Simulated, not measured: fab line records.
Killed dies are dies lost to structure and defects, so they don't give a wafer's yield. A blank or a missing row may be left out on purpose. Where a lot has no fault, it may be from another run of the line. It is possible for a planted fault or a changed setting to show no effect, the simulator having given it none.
Commonality check across tools -- flow ritCmos -- Lots sampled 15, wafers sampled 45

== WHAT PROMPTED THE OPENING ==
RIT_WELLDRIVE_RS_MEAS_02, reading PWELL_RS: flagged on 3 of 15 lots. Fault-free wafers read 429.5 ohm/sq, with a standard deviation of 1.1.
Rule: a lot is flagged in two cases, either no wafer of it has a number, or all its wafers with numbers fall more than 4 standard deviations from that mean. The other lots count as sound.

lot,measured,on,"PWELL_RS (ohm/sq), wafer by wafer",flag
L746,day 2 04:21,filmMetro-04,430.0 429.2 429.7,
L748,day 2 15:29,filmMetro-04,429.8 429.5 430.0,
L749,day 2 18:58,filmMetro-02,428.6 430.5 430.2,
L751,day 3 05:25,filmMetro-04,429.0 427.9 429.2,
L752,day 3 11:13,filmMetro-02,428.8 427.3 427.0,
L754,day 3 21:17,filmMetro-03,445.7 444.4 445.3,FLAGGED
L755,day 4 03:08,filmMetro-03,441.9 443.3 442.1,FLAGGED
L756,day 4 07:13,filmMetro-04,442.5 444.0 443.9,FLAGGED
L759,day 4 21:38,filmMetro-04,430.8 429.3 429.3,
L760,day 5 02:42,filmMetro-03,429.3 431.0 429.1,
L762,day 5 12:22,filmMetro-03,428.6 431.1 430.5,
L763,day 5 17:14,filmMetro-02,428.8 429.2 429.2,
L767,day 6 12:50,filmMetro-04,431.7 432.0 430.9,
L768,day 6 21:49,filmMetro-03,431.1 429.2 429.3,
L769,day 7 02:53,filmMetro-02,427.6 427.2 428.9,
Average over the flagged lots: 443.7 ohm/sq; offset from the usual +14.2 ohm/sq, equal to +13 standard deviations.

== EACH LOT AND THE TOOL IT RAN ON ==
The record holds 1 process step before the reading, out of a route of 202 steps. In each cell: the tool, then ch and the chambers that the sampled wafers went through, then the start.
lot,flag,RIT_PWELL_IMPLANT_08
L746,,"implanter-03 ch 0, day 1 22:46"
L748,,"implanter-04 ch 0, day 2 09:53"
L749,,"implanter-02 ch 0, day 2 13:11"
L751,,"implanter-03 ch 0, day 2 23:49"
L752,,"implanter-03 ch 0, day 3 05:38"
L754,FLAGGED,"implanter-04 ch 0, day 3 14:58"
L755,FLAGGED,"implanter-04 ch 0, day 3 21:34"
L756,FLAGGED,"implanter-04 ch 0, day 4 00:16"
L759,,"implanter-03 ch 0, day 4 16:04"
L760,,"implanter-03 ch 0, day 4 20:13"
L762,,"implanter-03 ch 0, day 5 06:16"
L763,,"implanter-02 ch 0, day 5 11:22"
L767,,"implanter-03 ch 0, day 6 07:15"
L768,,"implanter-04 ch 0, day 6 16:11"
L769,,"implanter-03 ch 0, day 6 19:58"
What is done by these steps:
- RIT_PWELL_IMPLANT_08
- RIT_WELLDRIVE_RS_MEAS_02: measures by four-point-probe.

== FLAGGED AGAINST TOTAL, ONE TOOL AT A TIME (gauges that did the reading follow at the end) ==
step,tool,lots run,flagged,share of the flagged lots,sound lots run after its first flagged lot
RIT_PWELL_IMPLANT_08,implanter-02,2,0,none,-
RIT_PWELL_IMPLANT_08,implanter-03,8,0,none,-
RIT_PWELL_IMPLANT_08,implanter-04,5,3,all,1 (L768)
RIT_WELLDRIVE_RS_MEAS_02,filmMetro-02,4,0,none,-
RIT_WELLDRIVE_RS_MEAS_02,filmMetro-03,5,2,some,"3 (L760,L762,L768)"
RIT_WELLDRIVE_RS_MEAS_02,filmMetro-04,6,1,some,"2 (L759,L767)"

== WHAT THE TABLE ALLOWS ==
Rows of the table that ran each flagged lot: 1, that is implanter-04 at RIT_PWELL_IMPLANT_08.
- implanter-04 at RIT_PWELL_IMPLANT_08: 3 of its 5 lots flagged. Sound lots ran on it after the first flagged one (L768), which a lasting fault on the whole tool wouldn't allow. Its own readings (doseIonsCm2) fall more than 4 standard deviations out on all wafers of the flagged lots.
Not one row of the table ran every flagged lot while running no sound lot after the first.

== WHAT THE SIMULATOR HAD INSERTED ==
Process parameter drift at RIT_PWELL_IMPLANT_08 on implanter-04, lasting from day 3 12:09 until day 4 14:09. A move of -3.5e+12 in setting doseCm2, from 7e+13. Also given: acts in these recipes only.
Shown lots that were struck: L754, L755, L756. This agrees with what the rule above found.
